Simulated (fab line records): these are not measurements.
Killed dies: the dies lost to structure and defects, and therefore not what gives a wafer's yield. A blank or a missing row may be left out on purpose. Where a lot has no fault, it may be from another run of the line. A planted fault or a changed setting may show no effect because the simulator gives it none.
fab line records | flow rit-cmos | part 1 of 2: steps 1 to 37 of 52
record: lots: 5 | wafers: 15 | last-day: 8
route steps=202 shown FOX2@26 NWELL@28 PWELL@39 WELLDRIVE@50 NRETRO@53 PRETRO@64 GATE@75
lots that met no fault: from a run of the same line without faults
start-h: start of the lot's first displayed wafer, in hours after the record's first day | wait-h: hours from the lot's prior step to this one | " same as the row above | L1.1+2: a row that stands for several wafers | - no value, or no start given | * or withheld: withheld | < > ~ a bound
route shown NAME@n: names a module that has steps shown in the file, with the first one's number in the route | usual: mean/standard deviation of fault-free wafers | same: alike in all rows | chamber/n: place in a boat | sites: each site's reading | _std_site: their standard deviation | _edge_site: inner sites' mean taken away from outer sites' mean | radius-mm: for every site, how far away it sits from the centre of the wafer | mask NAME#n: copy n | behind: the most recent tool/chamber to have shaped the wafer | hold: why the lot was held/for how many hours/how that ended | device: the n, p or np transistor that did not switch | end of line: tests of these same wafers at the route's end | where a step has no rows: the recipe by itself | killed: dies lost to structure and defects at the first sort, not the wafer's yield | map: dies across one wafer; x = killed, . = not, _ = none there
set.NAME: the setting as run; set.NAME@STEP: as run at that earlier step | model.NAME: the simulator's own value behind a step, which no gauge read
lots at some steps of the route; a table a step, a row a wafer
services: a tool's chamber out of use, with start hour (start-h, from the record's first day; less than 0 if before it), hours out, and reason
== steps ==
step: RIT_FOX2_WET_ETCH_03
recipe: chemistry: H3PO4 | target: Si3N4 | target-depth-nm: 195 | temp-c: 165 | time-s: 2700
lot.wafer  | tool         | chamber | start-h | wait-h
L076.1+3+6 | wet-bench-02 | 2       | 29.68   | 0.0
L085.1+3+5 | wet-bench-03 | 3       | 74.73   | 0.0
L087.2+3+4 | wet-bench-03 | 3       | 86.51   | 0.0
L094.2+3+5 | wet-bench-02 | 1       | 126.62  | 0.0
L095.1+2+5 | wet-bench-02 | 0       | 132.25  | 0.0
step: RIT_FOX2_THK_MEAS_90
recipe: reads: SiO2_of_FOX2_OXIDATION_00
usual: FIELD_OXIDE_LEFT_1_THK: 323/6.8
lot.wafer | tool          | chamber | start-h | wait-h | FIELD_OXIDE_LEFT_1_THK[nm]
L076.1    | film-metro-01 | -       | 30.44   | 0.0    | 328
L076.3    | "             | -       | "       | "      | 336
L076.6    | "             | -       | "       | "      | 327
L085.1    | film-metro-04 | -       | 75.48   | 0.0    | 320
L085.3    | "             | -       | "       | "      | 331
L085.5    | "             | -       | "       | "      | 325
L087.2    | film-metro-01 | -       | 87.28   | 0.0    | 328
L087.3    | "             | -       | "       | "      | 322
L087.4    | "             | -       | "       | "      | 323
L094.2    | film-metro-03 | -       | 127.38  | 0.0    | 325
L094.3    | "             | -       | "       | "      | 319
L094.5    | "             | -       | "       | "      | 323
L095.1    | film-metro-01 | -       | 133.00  | 0.0    | 323
L095.2    | "             | -       | "       | "      | 323
L095.5    | "             | -       | "       | "      | 324
step: RIT_NWELL_HMDS_00
recipe: prime-time-s: 60 | prime-temp-c: 140
lot.wafer  | tool           | chamber | start-h | wait-h
L076.1+3+6 | litho-track-02 | 0       | 30.50   | 0.1
L085.1+3+5 | litho-track-04 | 0       | 75.54   | 0.1
L087.2+3+4 | litho-track-02 | 0       | 87.35   | 0.1
L094.2+3+5 | litho-track-02 | 0       | 127.46  | 0.1
L095.1+2+5 | litho-track-02 | 0       | 133.06  | 0.1
step: RIT_NWELL_COAT_01
recipe: resist: NOVOLAK | spin-rpm: 2000 | resist-thk-nm: 1300
lot.wafer  | tool           | chamber | start-h | wait-h
L076.1+3+6 | litho-track-02 | 0       | 30.65   | 0.1
L085.1+3+5 | litho-track-04 | 0       | 75.69   | 0.1
L087.2+3+4 | litho-track-02 | 0       | 87.50   | 0.1
L094.2+3+5 | litho-track-02 | 0       | 127.61  | 0.1
L095.1+2+5 | litho-track-02 | 0       | 133.21  | 0.1
step: RIT_NWELL_SOFTBAKE_02
recipe: resist: NOVOLAK | temp-c: 90 | time-s: 60
lot.wafer  | tool           | chamber | start-h | wait-h
L076.1+3+6 | litho-track-02 | 0       | 30.80   | 0.1
L085.1+3+5 | litho-track-04 | 0       | 75.84   | 0.1
L087.2+3+4 | litho-track-02 | 0       | 87.65   | 0.1
L094.2+3+5 | litho-track-02 | 0       | 127.76  | 0.1
L095.1+2+5 | litho-track-02 | 0       | 133.36  | 0.1
step: RIT_NWELL_EXPOSE_03
recipe: mask-id: M2 | na: 0.57 | target-cd-nm: 43900 | dose-mj: 250
usual: reticle-temp-C: 23.00/0.11
lot.wafer | tool             | chamber | start-h | wait-h | mask | reticle-temp-C
L076.1    | iline-stepper-02 | 0       | 30.95   | 0.1    | M2#0 | 22.98
L076.3    | "                | 0       | "       | "      | M2#0 | 23.09
L076.6    | "                | 0       | "       | "      | M2#0 | 23.07
L085.1    | iline-stepper-02 | 0       | 76.12   | 0.2    | M2#0 | 22.96
L085.3    | "                | 0       | "       | "      | M2#0 | 22.95
L085.5    | "                | 0       | "       | "      | M2#0 | 23.07
L087.2    | iline-stepper-01 | 0       | 87.80   | 0.1    | M2#0 | 22.89
L087.3    | "                | 0       | "       | "      | M2#0 | 23.11
L087.4    | "                | 0       | "       | "      | M2#0 | 22.93
L094.2    | iline-stepper-02 | 0       | 128.03  | 0.2    | M2#0 | 22.80
L094.3    | "                | 0       | "       | "      | M2#0 | 22.96
L094.5    | "                | 0       | "       | "      | M2#0 | 22.88
L095.1    | iline-stepper-02 | 0       | 133.51  | 0.1    | M2#0 | 23.10
L095.2    | "                | 0       | "       | "      | M2#0 | 23.02
L095.5    | "                | 0       | "       | "      | M2#0 | 22.98
step: RIT_NWELL_PEB_04
recipe: resist: NOVOLAK | temp-c: withheld | time-s: withheld
lot.wafer  | tool           | chamber | start-h | wait-h
L076.1+3+6 | litho-track-03 | 0       | 31.07   | 0.1
L085.1+3+5 | litho-track-02 | 0       | 76.24   | 0.1
L087.2+3+4 | litho-track-02 | 0       | 87.92   | 0.1
L094.2+3+5 | litho-track-03 | 0       | 128.15  | 0.1
L095.1+2+5 | litho-track-04 | 0       | 133.63  | 0.1
step: RIT_NWELL_DEVELOP_05
recipe: resist: NOVOLAK | develop-time-s: 68 | dev-temp-c: 23
lot.wafer  | tool           | chamber | start-h | wait-h
L076.1+3+6 | litho-track-03 | 0       | -       | -
L085.1+3+5 | litho-track-02 | 0       | -       | -
L087.2+3+4 | litho-track-02 | 0       | -       | -
L094.2+3+5 | litho-track-03 | 0       | -       | -
L095.1+2+5 | litho-track-04 | 0       | -       | -
step: RIT_NWELL_OVL_MEAS_06
usual: NWELL_OVL: -0.4/1.3
lot.wafer | tool       | chamber | start-h | wait-h | NWELL_OVL[nm]
L076.1    | overlay-01 | -       | 31.38   | -      | -2.2
L076.3    | "          | -       | "       | "      | 0.1
L076.6    | "          | -       | "       | "      | -1.6
L085.1    | overlay-02 | -       | 76.55   | -      | 0.3
L085.3    | "          | -       | "       | "      | -1.0
L085.5    | "          | -       | "       | "      | 1.1
L087.2    | overlay-01 | -       | 88.21   | -      | -1.7
L087.3    | "          | -       | "       | "      | -0.5
L087.4    | "          | -       | "       | "      | 0.8
L094.2    | overlay-01 | -       | 128.44  | -      | 0.1
L094.3    | "          | -       | "       | "      | 0.8
L094.5    | "          | -       | "       | "      | -0.2
L095.1    | overlay-02 | -       | 133.94  | -      | -1.1
L095.2    | "          | -       | "       | "      | -0.2
L095.5    | "          | -       | "       | "      | -0.5
step: RIT_NWELL_HARDBAKE_07
recipe: resist: NOVOLAK | temp-c: 140 | time-s: 120
lot.wafer  | tool           | chamber | start-h | wait-h
L076.1+3+6 | litho-track-02 | 0       | 31.42   | 0.0
L085.1+3+5 | litho-track-04 | 0       | 76.59   | 0.0
L087.2+3+4 | litho-track-02 | 0       | 88.29   | 0.1
L094.2+3+5 | litho-track-02 | 0       | 128.52  | 0.1
L095.1+2+5 | litho-track-02 | 0       | 133.98  | 0.0
step: RIT_NWELL_IMPLANT_08
recipe: species: P | energy-kev: 170 | dose-cm2: 5e+13 | tilt-deg: 7
same: implant-ion-amu: 31
lot.wafer  | tool         | chamber | start-h | wait-h
L076.1+3+6 | implanter-01 | 0       | 31.67   | 0.2
L085.1+3+5 | implanter-03 | 0       | 76.84   | 0.2
L087.2+3+4 | implanter-01 | 0       | 88.52   | 0.2
L094.2+3+5 | implanter-01 | 0       | 128.75  | 0.2
L095.1+2+5 | implanter-02 | 0       | 134.23  | 0.2
step: RIT_NWELL_STRIP_09
recipe: chemistry: O2 | time-s: 180 | resist: NOVOLAK | platen-temp-c: withheld | power-w: 500 | pressure-mtorr: 4000 | o2-flow-sccm: 4000
usual: drypump-motor-current-A: 5.9/0.48
lot.wafer | tool            | chamber | start-h | wait-h | drypump-motor-current-A | rf-hours-counter-h
L076.1    | plasma-asher-04 | 1       | 31.82   | 0.1    | 5.9                     | 40
L076.3    | "               | 1       | "       | "      | 5.9                     | -
L076.6    | "               | 1       | "       | "      | 5.9                     | -
L085.1    | plasma-asher-03 | 1       | 76.99   | 0.1    | 5.9                     | 31
L085.3    | "               | 1       | "       | "      | 5.9                     | -
L085.5    | "               | 0       | "       | "      | 6.4                     | -
L087.2    | plasma-asher-03 | 1       | 88.64   | 0.1    | 5.9                     | 32
L087.3    | "               | 1       | "       | "      | 5.9                     | -
L087.4    | "               | 0       | "       | "      | 6.3                     | -
L094.2    | plasma-asher-01 | 0       | 128.87  | 0.1    | 4.7                     | 45
L094.3    | "               | 1       | "       | "      | 6.0                     | -
L094.5    | "               | 0       | "       | "      | 4.8                     | -
L095.1    | plasma-asher-03 | 1       | 134.38  | 0.1    | 5.9                     | 37
L095.2    | "               | 0       | "       | "      | 6.4                     | 37
L095.5    | "               | 0       | "       | "      | 6.4                     | -
step: RIT_NWELL_TW_MEAS_10
usual: NWELL_TW: 2149/30
lot.wafer | tool          | chamber | start-h | wait-h | NWELL_TW
L076.1    | film-metro-03 | -       | 31.99   | 0.1    | 2183
L076.3    | "             | -       | "       | "      | 2179
L076.6    | "             | -       | "       | "      | 2179
L085.1    | film-metro-01 | -       | 77.16   | 0.1    | 2106
L085.3    | "             | -       | "       | "      | 2112
L085.5    | "             | -       | "       | "      | 2114
L087.2    | film-metro-02 | -       | 88.83   | 0.1    | 2154
L087.3    | "             | -       | "       | "      | 2155
L087.4    | "             | -       | "       | "      | 2150
L094.2    | film-metro-03 | -       | 129.06  | 0.1    | 2155
L094.3    | "             | -       | "       | "      | 2183
L094.5    | "             | -       | "       | "      | 2186
L095.1    | film-metro-03 | -       | 134.56  | 0.1    | 2173
L095.2    | "             | -       | "       | "      | 2185
L095.5    | "             | -       | "       | "      | 2173
step: RIT_PWELL_HMDS_00
recipe: prime-time-s: 60 | prime-temp-c: 140
lot.wafer  | tool           | chamber | start-h | wait-h
L076.1+3+6 | litho-track-03 | 0       | 32.05   | 0.1
L085.1+3+5 | litho-track-02 | 0       | 77.22   | 0.1
L087.2+3+4 | litho-track-02 | 0       | 88.90   | 0.1
L094.2+3+5 | litho-track-02 | 0       | 129.13  | 0.1
L095.1+2+5 | litho-track-03 | 0       | 134.62  | 0.1
step: RIT_PWELL_COAT_01
recipe: resist: NOVOLAK | spin-rpm: 2000 | resist-thk-nm: 1300
lot.wafer  | tool           | chamber | start-h | wait-h
L076.1+3+6 | litho-track-03 | 0       | 32.20   | 0.1
L085.1+3+5 | litho-track-02 | 0       | 77.37   | 0.1
L087.2+3+4 | litho-track-02 | 0       | 89.05   | 0.1
L094.2+3+5 | litho-track-02 | 0       | 129.28  | 0.1
L095.1+2+5 | litho-track-03 | 0       | 134.77  | 0.1
step: RIT_PWELL_SOFTBAKE_02
recipe: resist: NOVOLAK | temp-c: 90 | time-s: 60
lot.wafer  | tool           | chamber | start-h | wait-h
L076.1+3+6 | litho-track-03 | 0       | 32.35   | 0.1
L085.1+3+5 | litho-track-02 | 0       | 77.52   | 0.1
L087.2+3+4 | litho-track-02 | 0       | 89.20   | 0.1
L094.2+3+5 | litho-track-02 | 0       | 129.43  | 0.1
L095.1+2+5 | litho-track-03 | 0       | 134.92  | 0.1
step: RIT_PWELL_EXPOSE_03
recipe: mask-id: M3 | na: 0.57 | target-cd-nm: 43700 | dose-mj: 250
usual: reticle-temp-C: 23.03/0.11
lot.wafer | tool             | chamber | start-h | wait-h | mask | reticle-temp-C
L076.1    | iline-stepper-01 | 0       | 32.63   | 0.2    | M3#0 | 22.88
L076.3    | "                | 0       | "       | "      | M3#0 | 22.94
L076.6    | "                | 0       | "       | "      | M3#0 | 22.93
L085.1    | iline-stepper-01 | 0       | 77.89   | 0.3    | M3#0 | 22.71
L085.3    | "                | 0       | "       | "      | M3#0 | 22.90
L085.5    | "                | 0       | "       | "      | M3#0 | 22.84
L087.2    | iline-stepper-02 | 0       | 89.47   | 0.2    | M3#0 | 23.19
L087.3    | "                | 0       | "       | "      | M3#0 | 23.14
L087.4    | "                | 0       | "       | "      | M3#0 | 23.02
L094.2    | iline-stepper-01 | 0       | 129.58  | 0.1    | M3#0 | 23.10
L094.3    | "                | 0       | "       | "      | M3#0 | 22.94
L094.5    | "                | 0       | "       | "      | M3#0 | 22.90
L095.1    | iline-stepper-01 | 0       | 135.07  | 0.1    | M3#0 | 23.19
L095.2    | "                | 0       | "       | "      | M3#0 | 23.17
L095.5    | "                | 0       | "       | "      | M3#0 | 23.24
step: RIT_PWELL_PEB_04
recipe: resist: NOVOLAK | temp-c: withheld | time-s: withheld
lot.wafer  | tool           | chamber | start-h | wait-h
L076.1+3+6 | litho-track-02 | 0       | 32.74   | 0.1
L085.1+3+5 | litho-track-01 | 0       | 78.01   | 0.1
L087.2+3+4 | litho-track-03 | 0       | 89.60   | 0.1
L094.2+3+5 | litho-track-02 | 0       | 129.70  | 0.1
L095.1+2+5 | litho-track-02 | 0       | 135.18  | 0.1
step: RIT_PWELL_DEVELOP_05
recipe: resist: NOVOLAK | develop-time-s: 68 | dev-temp-c: 23
lot.wafer  | tool           | chamber | start-h | wait-h
L076.1+3+6 | litho-track-02 | 0       | -       | -
L085.1+3+5 | litho-track-01 | 0       | -       | -
L087.2+3+4 | litho-track-03 | 0       | -       | -
L094.2+3+5 | litho-track-02 | 0       | -       | -
L095.1+2+5 | litho-track-02 | 0       | -       | -
step: RIT_PWELL_OVL_MEAS_06
usual: PWELL_OVL: -0.4/1.4
lot.wafer | tool       | chamber | start-h | wait-h | PWELL_OVL[nm]
L076.1    | overlay-02 | -       | 33.06   | -      | -0.5
L076.3    | "          | -       | "       | "      | 1.1
L076.6    | "          | -       | "       | "      | 1.3
L085.1    | overlay-01 | -       | 78.32   | -      | -2.1
L085.3    | "          | -       | "       | "      | -2.7
L085.5    | "          | -       | "       | "      | -3.0
L087.2    | overlay-01 | -       | 89.89   | -      | 1.2
L087.3    | "          | -       | "       | "      | 0.3
L087.4    | "          | -       | "       | "      | -0.6
L094.2    | overlay-02 | -       | 130.00  | -      | -0.3
L094.3    | "          | -       | "       | "      | 0.7
L094.5    | "          | -       | "       | "      | 0.2
L095.1    | overlay-01 | -       | 135.50  | -      | -1.6
L095.2    | "          | -       | "       | "      | 2.3
L095.5    | "          | -       | "       | "      | 1.6
step: RIT_PWELL_HARDBAKE_07
recipe: resist: NOVOLAK | temp-c: 140 | time-s: 120
lot.wafer  | tool           | chamber | start-h | wait-h
L076.1+3+6 | litho-track-02 | 0       | 33.09   | 0.0
L085.1+3+5 | litho-track-03 | 0       | 78.36   | 0.0
L087.2+3+4 | litho-track-02 | 0       | 89.96   | 0.1
L094.2+3+5 | litho-track-03 | 0       | 130.07  | 0.1
L095.1+2+5 | litho-track-02 | 0       | 135.53  | 0.0
step: RIT_PWELL_IMPLANT_08
recipe: species: B | energy-kev: 170 | dose-cm2: 7e+13 | tilt-deg: 7
same: implant-ion-amu: 11
lot.wafer  | tool         | chamber | start-h | wait-h
L076.1+3+6 | implanter-02 | 0       | 33.34   | 0.2
L085.1+3+5 | implanter-01 | 0       | 78.61   | 0.2
L087.2+3+4 | implanter-02 | 0       | 90.19   | 0.2
L094.2+3+5 | implanter-02 | 0       | 130.30  | 0.2
L095.1+2+5 | implanter-01 | 0       | 135.78  | 0.2
step: RIT_PWELL_STRIP_09
recipe: chemistry: O2 | time-s: 180 | resist: NOVOLAK | platen-temp-c: withheld | power-w: 500 | pressure-mtorr: 4000 | o2-flow-sccm: 4000
usual: drypump-motor-current-A: 5.95/0.26
lot.wafer | tool            | chamber | start-h | wait-h | drypump-motor-current-A | rf-hours-counter-h
L076.1    | plasma-asher-02 | 0       | 33.49   | 0.1    | 5.83                    | 37
L076.3    | "               | 0       | "       | "      | 5.84                    | -
L076.6    | "               | 0       | "       | "      | 5.84                    | -
L085.1    | plasma-asher-03 | 0       | 78.76   | 0.1    | 6.39                    | 31
L085.3    | "               | 0       | "       | "      | 6.38                    | -
L085.5    | "               | 1       | "       | "      | 5.91                    | -
L087.2    | plasma-asher-03 | 0       | 90.32   | 0.1    | 6.38                    | 33
L087.3    | "               | 1       | "       | "      | 5.93                    | -
L087.4    | "               | 0       | "       | "      | 6.40                    | -
L094.2    | plasma-asher-02 | 0       | 130.43  | 0.1    | 5.80                    | 45
L094.3    | "               | 0       | "       | "      | 5.82                    | -
L094.5    | "               | 1       | "       | "      | 5.66                    | -
L095.1    | plasma-asher-03 | 1       | 135.93  | 0.1    | 5.95                    | 37
L095.2    | "               | 0       | "       | "      | 6.39                    | 37
L095.5    | "               | 0       | "       | "      | 6.41                    | -
step: RIT_PWELL_TW_MEAS_10
usual: PWELL_TW: 949/12
lot.wafer | tool          | chamber | start-h | wait-h | PWELL_TW
L076.1    | film-metro-01 | -       | 33.67   | 0.1    | 937
L076.3    | "             | -       | "       | "      | 936
L076.6    | "             | -       | "       | "      | 939
L085.1    | film-metro-02 | -       | 78.93   | 0.1    | 955
L085.3    | "             | -       | "       | "      | 961
L085.5    | "             | -       | "       | "      | 952
L087.2    | film-metro-01 | -       | 90.50   | 0.1    | 931
L087.3    | "             | -       | "       | "      | 937
L087.4    | "             | -       | "       | "      | 940
L094.2    | film-metro-01 | -       | 130.61  | 0.1    | 942
L094.3    | "             | -       | "       | "      | 946
L094.5    | "             | -       | "       | "      | 936
L095.1    | film-metro-01 | -       | 136.11  | 0.1    | 938
L095.2    | "             | -       | "       | "      | 937
L095.5    | "             | -       | "       | "      | 943
step: RIT_WELLDRIVE_ANNEAL_00
recipe: temp-c: 1100 | time-s: 14700 | ambient: N2
lot.wafer  | tool       | chamber | start-h | wait-h
L076.1+3+6 | furnace-01 | 0       | 34.64   | 1.0
L085.1+3+5 | furnace-01 | 0       | 79.45   | 0.5
L087.2+3+4 | furnace-04 | 0       | 92.74   | 2.2
L094.2+3+5 | furnace-04 | 0       | 134.64  | 4.0
L095.1+2+5 | furnace-04 | 0       | 139.73  | 3.6
step: RIT_WELLDRIVE_RS_MEAS_01
recipe: thk-meas-gauge: four-point-probe
usual: NWELL_RS: 275.6/0.68
lot.wafer | tool          | chamber | start-h | wait-h | NWELL_RS[ohm/sq]
L076.1    | film-metro-02 | -       | 39.72   | 0.0    | 275.4
L076.3    | "             | -       | "       | "      | 275.0
L076.6    | "             | -       | "       | "      | 275.8
L085.1    | film-metro-02 | -       | 84.54   | 0.0    | 275.3
L085.3    | "             | -       | "       | "      | 275.2
L085.5    | "             | -       | "       | "      | 274.0
L087.2    | film-metro-01 | -       | 97.85   | 0.0    | 275.8
L087.3    | "             | -       | "       | "      | 275.7
L087.4    | "             | -       | "       | "      | 275.9
L094.2    | film-metro-02 | -       | 139.75  | 0.0    | 275.8
L094.3    | "             | -       | "       | "      | 275.5
L094.5    | "             | -       | "       | "      | 275.6
L095.1    | film-metro-01 | -       | 144.81  | 0.0    | 276.1
L095.2    | "             | -       | "       | "      | 275.8
L095.5    | "             | -       | "       | "      | 274.7
step: RIT_WELLDRIVE_RS_MEAS_02
recipe: thk-meas-gauge: four-point-probe
usual: PWELL_RS: 430.1/1.2
lot.wafer | tool          | chamber | start-h | wait-h | PWELL_RS[ohm/sq]
L076.1    | film-metro-02 | -       | 39.84   | 0.1    | 431.1
L076.3    | "             | -       | "       | "      | 430.7
L076.6    | "             | -       | "       | "      | 431.4
L085.1    | film-metro-02 | -       | 84.66   | 0.1    | 430.7
L085.3    | "             | -       | "       | "      | 429.3
L085.5    | "             | -       | "       | "      | 430.0
L087.2    | film-metro-01 | -       | 97.97   | 0.1    | 429.9
L087.3    | "             | -       | "       | "      | 429.6
L087.4    | "             | -       | "       | "      | 429.9
L094.2    | film-metro-02 | -       | 139.87  | 0.1    | 429.4
L094.3    | "             | -       | "       | "      | 429.1
L094.5    | "             | -       | "       | "      | 430.0
L095.1    | film-metro-01 | -       | 144.93  | 0.1    | 429.8
L095.2    | "             | -       | "       | "      | 430.1
L095.5    | "             | -       | "       | "      | 429.7
step: RIT_NRETRO_HMDS_00
recipe: prime-time-s: 60 | prime-temp-c: 140
lot.wafer  | tool           | chamber | start-h | wait-h
L076.1+3+6 | litho-track-02 | 0       | 39.96   | 0.1
L085.1+3+5 | litho-track-04 | 0       | 84.80   | 0.1
L087.2+3+4 | litho-track-04 | 0       | 98.09   | 0.1
L094.2+3+5 | litho-track-04 | 0       | 139.99  | 0.1
L095.1+2+5 | litho-track-02 | 0       | 145.05  | 0.1
step: RIT_NRETRO_COAT_01
recipe: resist: NOVOLAK | spin-rpm: 2000 | resist-thk-nm: 1300
lot.wafer  | tool           | chamber | start-h | wait-h
L076.1+3+6 | litho-track-02 | 0       | 40.11   | 0.1
L085.1+3+5 | litho-track-04 | 0       | 84.95   | 0.1
L087.2+3+4 | litho-track-04 | 0       | 98.24   | 0.1
L094.2+3+5 | litho-track-04 | 0       | 140.14  | 0.1
L095.1+2+5 | litho-track-02 | 0       | 145.20  | 0.1
step: RIT_NRETRO_SOFTBAKE_02
recipe: resist: NOVOLAK | temp-c: 90 | time-s: 60
lot.wafer  | tool           | chamber | start-h | wait-h
L076.1+3+6 | litho-track-02 | 0       | 40.26   | 0.1
L085.1+3+5 | litho-track-04 | 0       | 85.10   | 0.1
L087.2+3+4 | litho-track-04 | 0       | 98.39   | 0.1
L094.2+3+5 | litho-track-04 | 0       | 140.29  | 0.1
L095.1+2+5 | litho-track-02 | 0       | 145.35  | 0.1
step: RIT_NRETRO_EXPOSE_03
recipe: mask-id: M4 | na: 0.57 | target-cd-nm: 43900 | dose-mj: 250
usual: reticle-temp-C: 23.00/0.1
lot.wafer | tool             | chamber | start-h | wait-h | mask | reticle-temp-C
L076.1    | iline-stepper-02 | 0       | 40.53   | 0.2    | M4#0 | 23.03
L076.3    | "                | 0       | "       | "      | M4#0 | 22.92
L076.6    | "                | 0       | "       | "      | M4#0 | 23.11
L085.1    | iline-stepper-02 | 0       | 85.37   | 0.2    | M4#0 | 23.05
L085.3    | "                | 0       | "       | "      | M4#0 | 23.10
L085.5    | "                | 0       | "       | "      | M4#0 | 23.14
L087.2    | iline-stepper-01 | 0       | 98.54   | 0.1    | M4#0 | 23.13
L087.3    | "                | 0       | "       | "      | M4#0 | 23.10
L087.4    | "                | 0       | "       | "      | M4#0 | 23.13
L094.2    | iline-stepper-01 | 0       | 140.56  | 0.2    | M4#0 | 22.92
L094.3    | "                | 0       | "       | "      | M4#0 | 22.80
L094.5    | "                | 0       | "       | "      | M4#0 | 23.01
L095.1    | iline-stepper-01 | 0       | 145.50  | 0.1    | M4#0 | 23.09
L095.2    | "                | 0       | "       | "      | M4#0 | 22.91
L095.5    | "                | 0       | "       | "      | M4#0 | 22.98
step: RIT_NRETRO_PEB_04
recipe: resist: NOVOLAK | temp-c: withheld | time-s: withheld
lot.wafer  | tool           | chamber | start-h | wait-h
L076.1+3+6 | litho-track-02 | 0       | 40.65   | 0.1
L085.1+3+5 | litho-track-02 | 0       | 85.56   | 0.2
L087.2+3+4 | litho-track-01 | 0       | 98.66   | 0.1
L094.2+3+5 | litho-track-04 | 0       | 140.68  | 0.1
L095.1+2+5 | litho-track-01 | 0       | 145.62  | 0.1
step: RIT_NRETRO_DEVELOP_05
recipe: resist: NOVOLAK | develop-time-s: 68 | dev-temp-c: 23
lot.wafer  | tool           | chamber | start-h | wait-h
L076.1+3+6 | litho-track-02 | 0       | -       | -
L085.1+3+5 | litho-track-02 | 0       | -       | -
L087.2+3+4 | litho-track-01 | 0       | -       | -
L094.2+3+5 | litho-track-04 | 0       | -       | -
L095.1+2+5 | litho-track-01 | 0       | -       | -
step: RIT_NRETRO_OVL_MEAS_06
usual: NRETRO_OVL: 0.6/1.4
lot.wafer | tool       | chamber | start-h | wait-h | NRETRO_OVL[nm]
L076.1    | overlay-02 | -       | 40.96   | -      | 1.2
L076.3    | "          | -       | "       | "      | 1.3
L076.6    | "          | -       | "       | "      | 2.1
L085.1    | overlay-02 | -       | 85.88   | -      | 1.2
L085.3    | "          | -       | "       | "      | 2.2
L085.5    | "          | -       | "       | "      | 0.6
L087.2    | overlay-02 | -       | 98.95   | -      | 4.0
L087.3    | "          | -       | "       | "      | 1.5
L087.4    | "          | -       | "       | "      | 1.6
L094.2    | overlay-01 | -       | 140.98  | -      | -0.2
L094.3    | "          | -       | "       | "      | -0.1
L094.5    | "          | -       | "       | "      | 0.9
L095.1    | overlay-02 | -       | 145.93  | -      | -0.7
L095.2    | "          | -       | "       | "      | -1.9
L095.5    | "          | -       | "       | "      | -1.0
step: RIT_NRETRO_HARDBAKE_07
recipe: resist: NOVOLAK | temp-c: 140 | time-s: 120
lot.wafer  | tool           | chamber | start-h | wait-h
L076.1+3+6 | litho-track-04 | 0       | 41.00   | 0.0
L085.1+3+5 | litho-track-01 | 0       | 85.91   | 0.0
L087.2+3+4 | litho-track-01 | 0       | 99.03   | 0.1
L094.2+3+5 | litho-track-01 | 0       | 141.05  | 0.1
L095.1+2+5 | litho-track-02 | 0       | 145.96  | 0.0
step: RIT_NRETRO_IMPLANT_08
recipe: species: P | energy-kev: 70 | dose-cm2: 1e+13 | tilt-deg: 7
same: implant-ion-amu: 31
lot.wafer  | tool         | chamber | start-h | wait-h
L076.1+3+6 | implanter-04 | 0       | 41.25   | 0.2
L085.1+3+5 | implanter-03 | 0       | 86.16   | 0.2
L087.2+3+4 | implanter-03 | 0       | 99.26   | 0.2
L094.2+3+5 | implanter-03 | 0       | 141.28  | 0.2
L095.1+2+5 | implanter-03 | 0       | 146.21  | 0.2
step: RIT_NRETRO_STRIP_09
recipe: chemistry: O2 | time-s: 180 | resist: NOVOLAK | platen-temp-c: withheld | power-w: 500 | pressure-mtorr: 4000 | o2-flow-sccm: 4000
usual: drypump-motor-current-A: 5.7/0.54
lot.wafer | tool            | chamber | start-h | wait-h | drypump-motor-current-A | rf-hours-counter-h
L076.1    | plasma-asher-02 | 0       | 41.40   | 0.1    | 5.8                     | 38
L076.3    | "               | 0       | "       | "      | 5.8                     | -
L076.6    | "               | 1       | "       | "      | 5.6                     | -
L085.1    | plasma-asher-03 | 1       | 86.31   | 0.1    | 5.9                     | 32
L085.3    | "               | 1       | "       | "      | 5.9                     | -
L085.5    | "               | 0       | "       | "      | 6.4                     | -
L087.2    | plasma-asher-01 | 0       | 99.38   | 0.1    | 4.8                     | 43
L087.3    | "               | 1       | "       | "      | 6.0                     | -
L087.4    | "               | 0       | "       | "      | 4.8                     | -
L094.2    | plasma-asher-01 | 1       | 141.41  | 0.1    | 6.0                     | 47
L094.3    | "               | 0       | "       | "      | 4.8                     | -
L094.5    | "               | 0       | "       | "      | 4.8                     | -
L095.1    | plasma-asher-03 | 0       | 146.36  | 0.1    | 6.4                     | 38
L095.2    | "               | 1       | "       | "      | 6.0                     | 38
L095.5    | "               | 0       | "       | "      | 6.4                     | -
